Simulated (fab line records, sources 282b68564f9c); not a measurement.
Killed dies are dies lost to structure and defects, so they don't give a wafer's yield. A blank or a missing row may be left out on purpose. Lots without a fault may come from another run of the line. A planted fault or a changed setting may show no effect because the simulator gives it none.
Which tool did it? | flow rit_cmos | 14 lots, 42 wafers sampled, at 4 steps of a route of 202

WHAT THE GAUGES READ, wafer by wafer
RIT_FOX2_THK_MEAS_90. Usual: FIELD_OXIDE_LEFT_1_THK 322 nm, standard deviation 5.8.
lot  | measured    | on            | FIELD_OXIDE_LEFT_1_THK (nm) | flag
L622 | day 1 19:21 | film_metro-02 | 312 309 316                 |
L624 | day 2 05:23 | film_metro-02 | 318 322 318                 |
L629 | day 3 07:20 | film_metro-01 | 317 323 320                 |
L630 | day 3 21:26 | film_metro-01 | 326 323 322                 |
L631 | day 4 00:23 | film_metro-02 | 319 319 318                 |
L632 | day 4 00:23 | film_metro-01 | 314 313 316                 |
L638 | day 5 03:14 | film_metro-02 | 320 321 327                 |
L640 | day 5 14:38 | film_metro-04 | 318 313 315                 |
L641 | day 5 20:50 | film_metro-02 | 330 325 324                 |
L642 | day 5 23:37 | film_metro-02 | 319 319 315                 |
L643 | day 6 05:36 | film_metro-02 | 315 312 315                 |
L645 | day 6 15:23 | film_metro-04 | 317 316 318                 |

RIT_PWELL_OVL_MEAS_06. Usual: PWELL_OVL -0.5 nm, standard deviation 1.5.
lot  | measured    | on         | PWELL_OVL (nm) | flag
L622 | day 1 21:59 | overlay-01 | -1.4 -1.9 -1.5 |
L624 | day 2 07:59 | overlay-01 | -0.5 -0.5 -1.4 |
L629 | day 3 10:02 | overlay-01 | -1.7 -2.4 -3.9 |
L630 | day 4 00:22 | overlay-02 | 1.1 1.2 1.0    |
L631 | day 4 03:08 | overlay-01 | 0.0 -0.3 -0.3  |
L632 | day 4 03:22 | overlay-02 | 0.0 -1.5 0.1   |
L638 | day 5 05:50 | overlay-02 | -0.2 0.5 2.2   |
L640 | day 5 17:16 | overlay-02 | -0.2 -0.2 -0.5 |
L641 | day 5 23:22 | overlay-01 | -3.4 -3.4 -3.6 |
L642 | day 6 02:07 | overlay-02 | 0.5 0.0 0.7    |
L643 | day 6 08:20 | overlay-02 | -1.1 -1.8 0.4  |
L645 | day 6 17:59 | overlay-02 | -2.1 -1.2 -1.3 |

RIT_WELLDRIVE_RS_MEAS_02: measures by four-point-probe. Usual: PWELL_RS 428.3 ohm/sq, standard deviation 1.1.
lot  | measured    | on            | PWELL_RS (ohm/sq) | flag
L622 | day 2 03:53 | film_metro-03 | 430.0 428.2 429.6 |
L624 | day 2 13:52 | film_metro-01 | 429.5 429.9 429.5 |
L629 | day 3 18:47 | film_metro-04 | 427.4 427.7 429.9 |
L630 | day 4 06:14 | film_metro-04 | 428.5 427.8 428.6 |
L631 | day 4 10:01 | film_metro-04 | 429.1 427.9 428.8 |
L632 | day 4 10:01 | film_metro-03 | 428.7 427.2 428.5 |
L638 | day 5 11:59 | film_metro-04 | 427.6 427.4 426.2 |
L640 | day 5 23:08 | film_metro-04 | 428.5 427.9 427.5 |
L641 | day 6 05:16 | film_metro-04 | 426.7 427.7 426.2 |
L642 | day 6 08:47 | film_metro-03 | 427.5 427.8 427.9 |
L643 | day 6 14:13 | film_metro-01 | 428.9 428.4 430.0 |
L645 | day 7 00:19 | film_metro-04 | 427.2 426.2 427.4 |

WHICH TOOL RAN EACH LOT (tool, then ch and the chambers of the sampled wafers, then the start)
lot  | RIT_ACTIVE_OXIDATION_01
L622 | furnace-03 ch 0, day 1 10:07
L624 | furnace-04 ch 0, day 1 20:07
L629 | furnace-04 ch 0, day 2 21:07
L630 | furnace-03 ch 0, day 3 02:07
L631 | furnace-03 ch 0, day 3 09:14
L632 | furnace-03 ch 0, day 3 12:15
L633 | furnace-04, day 3 19:34
L634 | furnace-04, day 3 22:07
L638 | furnace-02 ch 0, day 4 18:07
L640 | furnace-02 ch 0, day 5 04:07
L641 | furnace-02 ch 0, day 5 09:07
L642 | furnace-02 ch 0, day 5 14:07
L643 | furnace-02 ch 0, day 5 19:07
L645 | furnace-02 ch 0, day 6 05:07
- RIT_ACTIVE_OXIDATION_01: target thk 46.8 nm, ox time 3360 s.

WHAT THE TOOLS THEMSELVES READ (means of the sampled wafers that have a number; where no wafer has one, the mark that the record gives instead)
RIT_ACTIVE_OXIDATION_01. Usual: ox_temp_c 994.4 C, standard deviation 0.47; ox_temp_c_max 999.1, standard deviation 2; zone_power_source_pct 36.2 %, standard deviation 0.57.
lot  | tool       | ox_temp_c (C) | ox_temp_c_max | zone_power_source_pct (%) | flag
L622 | furnace-03 | 994.6         | 997.6         | 36.2                      |
L624 | furnace-04 | 994.8         | 997.4         | 37.0                      |
L629 | furnace-04 | 994.2         | 997.8         | 36.5                      |
L630 | furnace-03 | 994.3         | 997.5         | 36.4                      |
L631 | furnace-03 | 994.2         | 997.2         | 36.4                      |
L632 | furnace-03 | 994.6         | 997.3         | 36.1                      |
L633 | furnace-04 | -             | -             | -                         | OFF
L634 | furnace-04 | -             | -             | -                         | OFF
L638 | furnace-02 | 994.3         | 1001.3        | 36.0                      |
L640 | furnace-02 | 995.1         | 1002.4        | 35.8                      |
L641 | furnace-02 | 994.0         | 1001.2        | 35.4                      |
L642 | furnace-02 | 994.5         | 1001.5        | 35.8                      |
L643 | furnace-02 | 994.2         | 1000.2        | 35.7                      |
L645 | furnace-02 | 994.6         | 1001.5        | 35.9                      |

THE ANSWER, worked out from the rows above alone
Rule: a lot is off if the mean of its wafers that have a number lies more than 3 standard deviations from the usual mean. A lot without any number at a reading at which 4 lots or more have one is off too. The other lots that the step has rows for count as sound. The gauges are gone through in route order, then the tools' own readings, and for those a lot's mean is taken as printed above. The first step at which some lot is off is used, and at that step the reading that is off furthest; a lot without a number counts as furthest.
Off: L633, L634, at RIT_ACTIVE_OXIDATION_01 (ox_temp_c). Without a number there: L633, L634.
A tool fits if, at that step or a process step before it, it ran every lot that is off, and no sound lot after the first of them. One fits: furnace-04 at RIT_ACTIVE_OXIDATION_01. Its last sound lot is L629 (day 2 21:07), its first lot that is off L633 (day 3 19:34): a fault that began between those two fits.
Blank at RIT_ACTIVE_OXIDATION_01 on the lots that are off, where sound lots have numbers: ox_temp_c, ox_temp_c_max, zone_power_source_pct.

WHAT THE SIMULATOR HAD PUT IN
Skipped step whole: furnace-04, from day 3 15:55 on, at RIT_ACTIVE_OXIDATION_01. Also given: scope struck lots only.
Lots struck among those shown: L633, L634. The rule above found the same.
